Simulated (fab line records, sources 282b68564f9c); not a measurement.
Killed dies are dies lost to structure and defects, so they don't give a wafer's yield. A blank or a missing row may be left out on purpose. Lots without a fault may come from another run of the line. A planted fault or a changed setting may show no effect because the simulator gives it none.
fab line records | flow rit_cmos
record lots=5 wafers=15 last_day=7
route steps=202 shown GATE@79 FOX2@80 M1@202
lots that met no fault: from a run of the same line without faults
start_h: hours from the record's first day to the start of the lot's first wafer shown | wait_h: hours since the lot's step before | " the same as in the row above | L1.1+2: a row that stands for several wafers | - no value, or no start given | * or withheld: withheld | < > ~ a bound
route shown NAME@n: a module of which the file shows steps, and the number in the route of the first | usual: mean/standard deviation of fault-free wafers | same: alike in all rows | chamber/n: place in a boat | sites: the reading at each site | _std_site: their standard deviation | _edge_site: outer sites' mean less inner sites' | radius_mm: how far each site lies from the wafer's centre | mask NAME#n: copy n | behind: the tool/chamber that last shaped the wafer | hold: why the lot was held/for how many hours/how that ended | device: the transistor (n, p or np) that didn't switch | end of line: the same wafers' tests at the end of the route | a step without rows: its recipe alone | killed: dies lost to structure and defects at the first sort, not the wafer's yield | map: a wafer's dies, x killed, . not, _ none there
set.NAME: the setting as run; set.NAME@STEP: as run at that earlier step | model.NAME: the simulator's own value behind a step, which no gauge read
lots at some steps of the route; a table a step, a row a wafer
services: from which hour (start_h, from the record's first day; less than 0 if before it) a tool's chamber was out of use, for how many hours, and why
## steps
# step RIT_GATE_CLEAN_04
# recipe chemistry=dHF dilution=50:1 time_s=60 dry=n2_spin
# step RIT_FOX2_THK_MEAS_91
# recipe reads=SiO2_of_FOX2_OXIDATION_00
# usual FIELD_OXIDE_LEFT_2_THK=252/6.7
# columns lot.wafer tool chamber start_h wait_h FIELD_OXIDE_LEFT_2_THK[nm]
L482.4 film_metro-01 - 47.54 0.0 260
L482.5 " - " " 259
L482.6 " - " " 265
L487.2 film_metro-03 - 64.75 0.0 247
L487.4 " - " " 244
L487.6 " - " " 244
L495.1 film_metro-03 - 105.97 0.0 260
L495.4 " - " " 253
L495.6 " - " " 258
L502.1 film_metro-03 - 139.51 0.0 258
L502.2 " - " " 253
L502.6 " - " " 258
L504.3 film_metro-02 - 148.62 0.0 257
L504.4 " - " " 254
L504.5 " - " " 251
# step RIT_GATE_OXIDATION_05
# recipe temp_c=900 ambient=O2 target_thk_a=30 ox_time_s=270
# step RIT_GATE_ANNEAL_06
# recipe temp_c=900 time_s=600 ambient=N2O
# step RIT_GATE_THK_MEAS_07
# recipe reads=SiO2_of_GATE_OXIDATION_05
# usual GATE_OXIDE_THK=3.01/0.066
# columns lot.wafer tool chamber start_h wait_h GATE_OXIDE_THK[nm]
L482.4 film_metro-02 - 50.36 0.0 2.99
L482.5 " - " " 3.03
L482.6 " - " " 3.01
L487.2 film_metro-02 - 69.85 0.0 3.07
L487.4 " - " " 3.03
L487.6 " - " " 3.02
L495.1 film_metro-02 - 108.43 0.0 2.98
L495.4 " - " " 2.94
L495.6 " - " " 3.01
L502.1 film_metro-03 - 141.96 0.0 2.88
L502.2 " - " " 2.90
L502.6 " - " " 2.95
L504.3 film_metro-03 - 152.54 0.0 2.99
L504.4 " - " " 2.98
L504.5 " - " " 3.01
# step RIT_GATE_CVD_08
# recipe material=poly-Si target_thk_nm=250 temp_c=610 precursor=SiH4 time_s=2220 pressure_mtorr=300 sih4_flow_sccm=100
# step RIT_GATE_THK_MEAS_09
# recipe reads=poly-Si_of_GATE_CVD_08
# usual GATE_POLY_THK=249.8/2.3
# columns lot.wafer tool chamber start_h wait_h GATE_POLY_THK[nm]
L482.4 film_metro-01 - 52.09 0.1 246.7
L482.5 " - " " 246.9
L482.6 " - " " 249.2
L487.2 film_metro-01 - 71.53 0.0 250.4
L487.4 " - " " 250.6
L487.6 " - " " 251.3
L495.1 film_metro-02 - 110.10 0.0 252.3
L495.4 " - " " 252.8
L495.6 " - " " 250.5
L502.1 film_metro-02 - 144.44 0.0 248.9
L502.2 " - " " 247.8
L502.6 " - " " 249.8
L504.3 film_metro-02 - 154.21 0.0 250.6
L504.4 " - " " 249.9
L504.5 " - " " 250.3
# step RIT_GATE_HMDS_10
# recipe prime_time_s=60 prime_temp_c=140
# step RIT_GATE_COAT_11
# recipe resist=NOVOLAK spin_rpm=4250 resist_thk_nm=850
# step RIT_GATE_SOFTBAKE_12
# recipe resist=NOVOLAK temp_c=90 time_s=60
# step RIT_GATE_EXPOSE_13
# recipe mask_id=M6 na=0.6 source_shape=conventional sigma_outer=0.6 target_cd_nm=150 dose_mj=380
# step RIT_GATE_PEB_14
# recipe resist=NOVOLAK temp_c=withheld time_s=withheld
# step RIT_GATE_DEVELOP_15
# recipe resist=NOVOLAK develop_time_s=50 dev_temp_c=23
# columns lot.wafer tool chamber start_h wait_h
L482.4+5+6 litho_track-01 0 53 -
L487.2+4+6 litho_track-04 0 72 -
L495.1+4+6 litho_track-04 0 110 -
L502.1+2+6 litho_track-02 0 145 -
L504.3+4+5 litho_track-02 0 155 -
# step RIT_GATE_CD_MEAS_16
# recipe target_cd_nm=150
# usual cd_nm=150.1/2.6
# columns lot.wafer tool chamber start_h wait_h cd_nm
L482.4 cd_sem-02 - 53.34 - 149.9
L482.5 " - " " 148.1
L482.6 " - " " 150.8
L487.2 cd_sem-02 - 72.57 - 150.4
L487.4 " - " " 153.3
L487.6 " - " " 150.4
L495.1 cd_sem-01 - 111.01 - 159.3
L495.4 " - " " 157.7
L495.6 " - " " 155.6
L502.1 cd_sem-02 - 145.35 - 149.6
L502.2 " - " " 149.8
L502.6 " - " " 147.9
L504.3 cd_sem-02 - 155.14 - 147.8
L504.4 " - " " 148.0
L504.5 " - " " 146.4
# step RIT_GATE_OVL_MEAS_17
# usual GATE_OVL=-0.5/1.4
# columns lot.wafer tool chamber start_h wait_h GATE_OVL[nm]
L482.4 overlay-02 - 53.42 0.1 -1.0
L482.5 " - " " 0.1
L482.6 " - " " -0.2
L487.2 overlay-02 - 72.68 0.1 -1.7
L487.4 " - " " -1.3
L487.6 " - " " -1.0
L495.1 overlay-02 - 111.13 0.1 0.6
L495.4 " - " " 0.1
L495.6 " - " " 1.0
L502.1 overlay-02 - 145.47 0.1 0.2
L502.2 " - " " -1.1
L502.6 " - " " 0.3
L504.3 overlay-02 - 155.24 0.1 -1.7
L504.4 " - " " -1.2
L504.5 " - " " 1.3
# step RIT_GATE_HARDBAKE_18
# recipe resist=NOVOLAK temp_c=140 time_s=60
# step RIT_GATE_ETCH_19
# recipe chemistry=SF6/CHF3/O2 time_s=165 SF6_flow_sccm=30 CHF3_flow_sccm=30 O2_flow_sccm=5 target=poly-Si pressure_mtorr=40 rf_w=160 target_depth_a=3125 over_etch_frac=0.25 stop_on=SiO2
# usual SF6_flow_sccm=30.01/0.095 drypump_motor_current_A=5.7/0.46 oes_product_au=0.849/0.015 throttle_valve_pct=10.15/0.13
# same over_etch_frac=0.25
# columns lot.wafer tool chamber start_h wait_h SF6_flow_sccm drypump_motor_current_A oes_product_au rf_hours_counter_h throttle_valve_pct model.GATE.cd_nm
L482.4 rie_si-01 2 53.59 0.1 29.87 6.2 0.840 94 9.96 150
L482.5 " 1 " " 29.99 5.9 0.863 - 10.28 148
L482.6 " 2 " " 29.98 6.3 0.846 - 9.94 151
L487.2 rie_si-01 1 72.86 0.1 29.91 5.9 0.874 6 10.29 150.3
L487.4 " 0 " " 29.92 5.6 0.852 27 10.10 153.3
L487.6 " 0 " " 30.03 5.6 0.845 - 10.12 150.6
L495.1 rie_si-01 2 111.32 0.1 29.89 6.2 0.852 95 9.97 159.3
L495.4 " 1 " " 30.11 5.9 0.862 6 10.29 157.7
L495.6 " 1 " " 30.12 5.9 0.868 - 10.29 155.7
L502.1 rie_si-02 0 145.66 0.1 29.97 6.1 0.843 0 10.09 149.3
L502.2 " 3 " " 29.87 4.7 0.864 87 10.21 149.6
L502.6 " 1 " " 29.95 5.9 0.863 - 10.35 147.7
L504.3 rie_si-02 0 155.41 0.1 30.02 6.2 0.844 0 10.11 147.8
L504.4 " 1 " " 30.09 5.9 0.861 0 10.35 147.6
L504.5 " 0 " " 30.17 6.1 0.840 - 10.10 146.2
# step RIT_GATE_STRIP_20
# recipe chemistry=O2 time_s=180 resist=NOVOLAK platen_temp_c=withheld power_w=500 pressure_mtorr=4000 o2_flow_sccm=4000
# usual drypump_motor_current_A=5.8/0.51
# columns lot.wafer tool chamber start_h wait_h drypump_motor_current_A rf_hours_counter_h
L482.4 plasma_asher-01 0 53.75 0.1 5.5 -
L482.5 " 1 " " 5.2 -
L482.6 " 0 " " 5.5 -
L487.2 plasma_asher-03 0 72.97 0.1 6.0 45
L487.4 " 0 " " 5.9 -
L487.6 " 0 " " 6.0 -
L495.1 plasma_asher-01 0 111.43 0.1 5.5 43
L495.4 " 1 " " 5.2 -
L495.6 " 1 " " 5.2 -
L502.1 plasma_asher-01 1 145.77 0.1 5.1 47
L502.2 " 0 " " 5.5 47
L502.6 " 1 " " 5.1 -
L504.3 plasma_asher-03 0 155.58 0.1 6.0 -
L504.4 " 1 " " 6.7 -
L504.5 " 1 " " 6.7 -
# step RIT_M1_PROBE_99
# usual killed_at_M0_to_M3=0.0/0.083 killed_at_front_end=7/3 killed_dies=7/3 killed_open=3.6/1.9 killed_short=3.2/1.8
# same gross_dies=264 killed_at_M4_up=0 killed_at_back_side=0 killed_at_contacts=0 killed_at_other=0
# columns lot.wafer tool chamber start_h wait_h killed_at_M0_to_M3 killed_at_front_end killed_dies killed_open killed_short model.etest.npoly_line.width_nm model.etest.ppoly_line.width_nm
L482.4 prober-02 - 76.03 0.2 0 6 6 2 4 101 102
L482.5 prober-02 - 76.08 0.2 0 10 10 6 4 99.13 100.5
L482.6 prober-02 - 76.13 0.2 0 4 4 2 2 102.6 102.8
L487.2 prober-02 - 92.92 0.1 0 9 9 5 4 101.7 102.4
L487.4 prober-02 - 93.02 0.2 0 10 10 6 4 105.2 105.1
L487.6 prober-02 - 93.12 0.2 1 2 3 2 1 102.4 103
L495.1 prober-02 - 132.99 0.1 0 4 4 2 2 110.7 111.5
L495.4 prober-02 - 133.14 0.2 0 2 2 1 1 110.1 111.4
L495.6 prober-02 - 133.24 0.2 0 9 9 5 4 107.5 108
L502.1 prober-01 - 167.32 0.1 0 8 8 3 5 101.6 102.1
L502.2 prober-01 - 167.37 0.1 0 5 5 1 4 102.8 103.2
L502.6 prober-01 - 167.57 0.2 0 5 5 2 3 100.8 101.5
L504.3 prober-01 - 177.76 0.2 0 2 2 1 1 99.11 99.98
L504.4 prober-01 - 177.81 0.2 0 8 8 4 4 99.66 100.5
L504.5 prober-01 - 177.86 0.2 0 4 4 2 2 98.53 98.82
# killed by level:class
L482.4 FOX1:geometric_particle:short=1 FOX1:geometric_particle:open=1 GATE:geometric_particle:short=1 REOX:geometric_particle:short=1 SPACER:geometric_particle:short=1 SPACER:geometric_particle:open=1
L482.5 FOX1:geometric_particle:open=2 GATE:geometric_particle:open=2 SILICIDE:geometric_particle:short=2 GATE:geometric_particle:short=1 REOX:geometric_particle:open=1 REOX:geometric_particle:short=1 SILICIDE:geometric_particle:open=1
L482.6 GATE:geometric_particle:open=2 FOX1:geometric_particle:short=1 REOX:geometric_particle:short=1
L487.2 SPACER:geometric_particle:short=3 FOX2:geometric_particle:open=2 REOX:geometric_particle:open=2 FOX1:geometric_particle:short=1 SPACER:geometric_particle:open=1
L487.4 SPACER:geometric_particle:open=3 REOX:geometric_particle:short=2 FOX1:geometric_particle:short=1 FOX2:geometric_particle:open=1 GATE:geometric_particle:open=1 GATE:geometric_particle:short=1 REOX:geometric_particle:open=1
L487.6 FOX1:geometric_particle:open=1 SPACER:geometric_particle:open=1 M1:geometric_particle:short=1
L495.1 GATE:geometric_particle:open=2 GATE:geometric_particle:short=1 SPACER:geometric_particle:short=1
L495.4 FOX1:geometric_particle:open=1 SPACER:geometric_particle:short=1
L495.6 FOX1:geometric_particle:open=3 GATE:geometric_particle:open=2 GATE:geometric_particle:short=2 FOX1:geometric_particle:short=1 SPACER:geometric_particle:short=1
L502.1 GATE:geometric_particle:short=3 FOX1:geometric_particle:short=2 FOX1:geometric_particle:open=1 GATE:geometric_particle:open=1 SILICIDE:geometric_particle:open=1
L502.2 FOX2:geometric_particle:short=2 FOX1:geometric_particle:short=1 FOX2:geometric_particle:open=1 GATE:geometric_particle:short=1
L502.6 FOX2:geometric_particle:short=1 GATE:geometric_particle:short=1 GATE:geometric_particle:open=1 REOX:geometric_particle:short=1 REOX:geometric_particle:open=1
L504.3 FOX2:geometric_particle:open=1 GATE:geometric_particle:short=1
L504.4 GATE:geometric_particle:short=3 GATE:geometric_particle:open=2 FOX2:geometric_particle:open=1 REOX:geometric_particle:open=1 SILICIDE:geometric_particle:short=1
L504.5 GATE:geometric_particle:open=1 REOX:geometric_particle:short=1 REOX:geometric_particle:open=1 SPACER:geometric_particle:short=1
## services
# columns tool chamber start_h hours kind
rie_si-02 2 33.89 4.1 repair
rie_si-01 - 55.05 0.1 repair
rie_si-02 0 94.99 - clean
rie_si-02 0 94.99 17.5 scheduled_down
rie_si-02 0 94.99 17.5 vent_cycle
plasma_asher-03 - 108.75 9.0 pm
plasma_asher-03 0 108.75 9.0 vent_cycle
plasma_asher-03 1 108.75 9.0 vent_cycle
rie_si-02 1 112.48 - clean
rie_si-02 1 112.48 22.1 scheduled_down
rie_si-02 1 112.48 22.1 vent_cycle
plasma_asher-03 0 117.75 - clean
plasma_asher-03 1 117.75 - clean
rie_si-01 - 133.55 2.8 pm
## key
first_sign none at tools or gauges
model_effect step=RIT_GATE_ETCH_19 value=GATE.cd_nm without=153 struck=157.6
model_effect step=RIT_M1_PROBE_99 value=etest.npoly_line.width_nm without=104.8 struck=109.4
met_at RIT_GATE_DEVELOP_15
struck_wafers L495.1,L495.4,L495.6
tester_left_out L495
loop_trim step=RIT_GATE_EXPOSE_13 setting=dose lots=L495
onset_between 72 110
also_fits RIT_GATE_ETCH_19:rie_si-01
fault kind=process_parameter_drift tool=litho_track-04 chamber=- onset_h=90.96 steps=RIT_GATE_DEVELOP_15 channel=develop_time_s offset=* shape=step end_h=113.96 acts_in=* stated=*
# tester_left_out: of these lots the tester's yield and bins aren't shown, on N5 and GAA mostly nor the transistor test; their killed dies are dies lost to structure and defects alone, not to doping, threshold or leakage, so they don't give the yield
# loop_trim: a control loop set the setting to another value than it would have without faults
